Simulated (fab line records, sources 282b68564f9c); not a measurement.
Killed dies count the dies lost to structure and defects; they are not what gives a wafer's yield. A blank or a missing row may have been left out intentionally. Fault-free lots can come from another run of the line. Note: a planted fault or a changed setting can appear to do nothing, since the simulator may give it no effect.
Comparing a struck lot with a sound one ; flow rit cmos ; 44 out of 202 route steps
Sound: these wafers, L386.2, L386.4, L386.5. Wafers L387.2, L387.3, L387.6 were the ones struck. The cause is given at the end.
For every step that has rows: the tool of each side, followed by ch and its chambers, followed by its first start. Under that, the readings that differ: sound wafers ; struck wafers ; difference of the means ; sigmas: that difference in standard deviations of wafers without a fault.
alike: a reading whose means differ by less than 2 such deviations, as well as words and numbers matching on both sides. not compared: withheld readings; readings where some wafer has no value; bounds like >300 that might hide an equal value; numbers whose values overlap and for which the record gives no deviation.
The two part at a step that has a row with sigmas, a row that says differs or no value, or rows on one side only. Numbers that have no deviation but don't overlap get no sigmas and don't part them. Lack of a reading on every wafer of one side parts them only where that side has two or more wafers.

first, 3 steps without rows for these wafers: RIT_REOX_CLEAN_01 (cleans in dHF, time 30 s); RIT_REOX_CLEAN_02 (cleans in SC2, time 600 s); RIT_REOX_OXIDATION_03 (target thk 25.2 nm, ox time 5580 s).
RIT_REOX_THK_MEAS_04:
  sound: film metro-03 at day 3 23:31; struck: film metro-03 at day 4 05:53
  alike: REOX_OXIDE_THK
then, 6 steps without rows for these wafers: RIT_NLDD_HMDS_00 (prime time 60 s); RIT_NLDD_COAT_01 (resist thk 1000 nm); RIT_NLDD_SOFTBAKE_02 (time 60 s); RIT_NLDD_EXPOSE_03 (exposes mask M7, target cd 40700 nm); RIT_NLDD_PEB_04; RIT_NLDD_DEVELOP_05 (develop time 50 s).
RIT_NLDD_OVL_MEAS_06:
  sound: overlay-02 at day 4 00:25; struck: overlay-02 at day 4 07:10
  alike: NLDD_OVL
then, 1 step without rows for these wafers: RIT_NLDD_HARDBAKE_07 (time 60 s).
RIT_NLDD_IMPLANT_08:
  sound on implanter-04 ch 0, day 4 00:37; struck on implanter-04 ch 0, day 4 07:22
reading;sound;struck;difference;sigmas
beam on s (s);10.37 10.32 10.00;13.73 14.48 14.14;+3.89;+18
faraday current uA;1518 1525 1575;1140 1086 1110;-427;-12
RIT_NLDD_STRIP_09: strips in O2, time 180 s.
  sound on plasma asher-01 ch 0,1, day 4 00:45; struck on plasma asher-01 ch 0,1, day 4 07:30
  alike: chamber pressure mTorr, drypump motor current A, o2 flow sccm, rf refl power W
  not compared: rf hours counter h
RIT_NLDD_TW_MEAS_10:
  sound: film metro-02 at day 4 00:56; struck: film metro-02 at day 4 07:41
reading;sound;struck;difference;sigmas
NLDD_TW;2455 2458 2455;2702 2691 2687;+237;+11
then, 6 steps without rows for these wafers: RIT_PLDD_HMDS_00 (prime time 60 s); RIT_PLDD_COAT_01 (resist thk 1000 nm); RIT_PLDD_SOFTBAKE_02 (time 60 s); RIT_PLDD_EXPOSE_03 (exposes mask M8, target cd 40900 nm); RIT_PLDD_PEB_04; RIT_PLDD_DEVELOP_05 (develop time 50 s).
RIT_PLDD_OVL_MEAS_06:
  sound: overlay-01 at day 4 01:50; struck: overlay-01 at day 4 08:35
reading;sound;struck;difference;sigmas
PLDD_OVL (nm);-1.7 -1.3 -1.0;2.3 2.6 3.2;+4.0;+3
then, 2 steps without rows for these wafers: RIT_PLDD_HARDBAKE_07 (time 60 s); RIT_PLDD_IMPLANT_08.
RIT_PLDD_STRIP_09: strips in O2, time 180 s.
  sound on plasma asher-04 ch 1, day 4 02:10; struck on plasma asher-02 ch 0,1, day 4 08:55
reading;sound;struck;difference;sigmas
drypump motor current A (A);6.7 6.7 6.7;6.1 5.2 5.2;-1.2;-3
  alike: chamber pressure mTorr, o2 flow sccm, rf refl power W
  not compared: rf hours counter h
RIT_PLDD_TW_MEAS_10:
  sound: film metro-03 at day 4 02:25; struck: film metro-02 at day 4 09:06
reading;sound;struck;difference;sigmas
PLDD_TW;2362 2367 2363;2328 2312 2315;-46;-3
then, 4 steps without rows for these wafers: RIT_SPACER_CLEAN_00 (cleans in SC1, time 600 s); RIT_SPACER_CLEAN_01 (cleans in dHF, time 30 s); RIT_SPACER_CLEAN_02 (cleans in SC2, time 600 s); RIT_SPACER_CVD_03 (deposits Si3N4 from SiH2Cl2/NH3, target thk 250 nm, time 3300 s).
RIT_SPACER_THK_MEAS_04:
  sound: film metro-03 at day 4 04:46; struck: film metro-04 at day 4 11:29
reading;sound;struck;difference;sigmas
SPACER_NITRIDE_THK (nm);250.9 250.3 252.1;243.9 242.5 244.4;-7.5;-3
RIT_SPACER_ETCHBACK_05: etches Si3N4 in SF6/CHF3, stops on SiO2, target depth 250 nm, time 240 s.
  sound on rie diel-03 ch 1,2,3, day 4 04:49; struck on rie diel-03 ch 0,2, day 4 11:32
  alike: SF6_flow_sccm, chamber pressure mTorr, drypump motor current A, oes product au, throttle valve pct
  not compared: rf hours counter h
then, 6 steps without rows for these wafers: RIT_NSD_HMDS_00 (prime time 60 s); RIT_NSD_COAT_01 (resist thk 1000 nm); RIT_NSD_SOFTBAKE_02 (time 60 s); RIT_NSD_EXPOSE_03 (exposes mask M9, target cd 40700 nm); RIT_NSD_PEB_04; RIT_NSD_DEVELOP_05 (develop time 50 s).
RIT_NSD_OVL_MEAS_06:
  sound: overlay-01 at day 4 05:49; struck: overlay-01 at day 4 12:40
  alike: NSD_OVL
then, 2 steps without rows for these wafers: RIT_NSD_HARDBAKE_07 (time 60 s); RIT_NSD_IMPLANT_08.
RIT_NSD_STRIP_09: strips in O2, time 180 s.
  sound on plasma asher-03 ch 0,1, day 4 06:09; struck on plasma asher-01 ch 0,1, day 4 13:00
  alike: chamber pressure mTorr, drypump motor current A, o2 flow sccm, rf refl power W
  not compared: rf hours counter h
RIT_SDANNEAL_RS_MEAS_07: the measuring method here is four-point-probe.
  sound: film metro-03 at day 4 08:47; struck: film metro-02 at day 4 15:28
reading;sound;struck;difference;sigmas
NLDD_RS (ohm/sq);152.3 152.0 152.5;113.5 113.5 113.6;-38.7;-81
RIT_M1_PROBE_99:
  sound: prober-02 at day 4 16:07; struck: prober-01 at day 4 22:41
reading;sound;struck;difference;sigmas
model.etest.nmos_0p3.r on ohm um;2061 2058 2073;1966 1962 1943;-107;
model.etest.nmos_0p15.r on ohm um;1088 1073 1094;973.7 1002 973.4;-102.0;
model.etest.nldd.rs ohm sq;371.5 374.2 377.9;288.9 296.5 300.1;-79.4;
model.etest.nmos turned.drive ua um;350.1 349.4 347.7;410.3 407.8 410.2;+60.4;
model.etest.nmos_0p15.drive ua um;502.8 505.9 504.7;547.3 538.3 549.4;+40.5;
model.etest.nldd.line ohm um;115.5 117.1 118.7;90.3 93.86 92.79;-24.8;
model.etest.nmos_0p3.drive ua um;243.8 240.2 245.2;252.3 254.6 257.4;+11.7;
model.etest.nmos_0p15.swing mv dec;85.49 85.22 84.77;86.38 86.31 85.87;+1.03;
  alike: killed at contacts, killed at front end, killed dies, killed open, killed short

## WHERE THEY PART
Last at RIT_SDANNEAL_RS_MEAS_07 as far as this record goes, first at RIT_NLDD_IMPLANT_08. Later steps at which nothing parts them and some readings are alike: RIT_M1_PROBE_99.

WHY: what the simulator had put in
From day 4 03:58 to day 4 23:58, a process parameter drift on implanter-04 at RIT_NLDD_IMPLANT_08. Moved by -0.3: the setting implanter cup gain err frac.
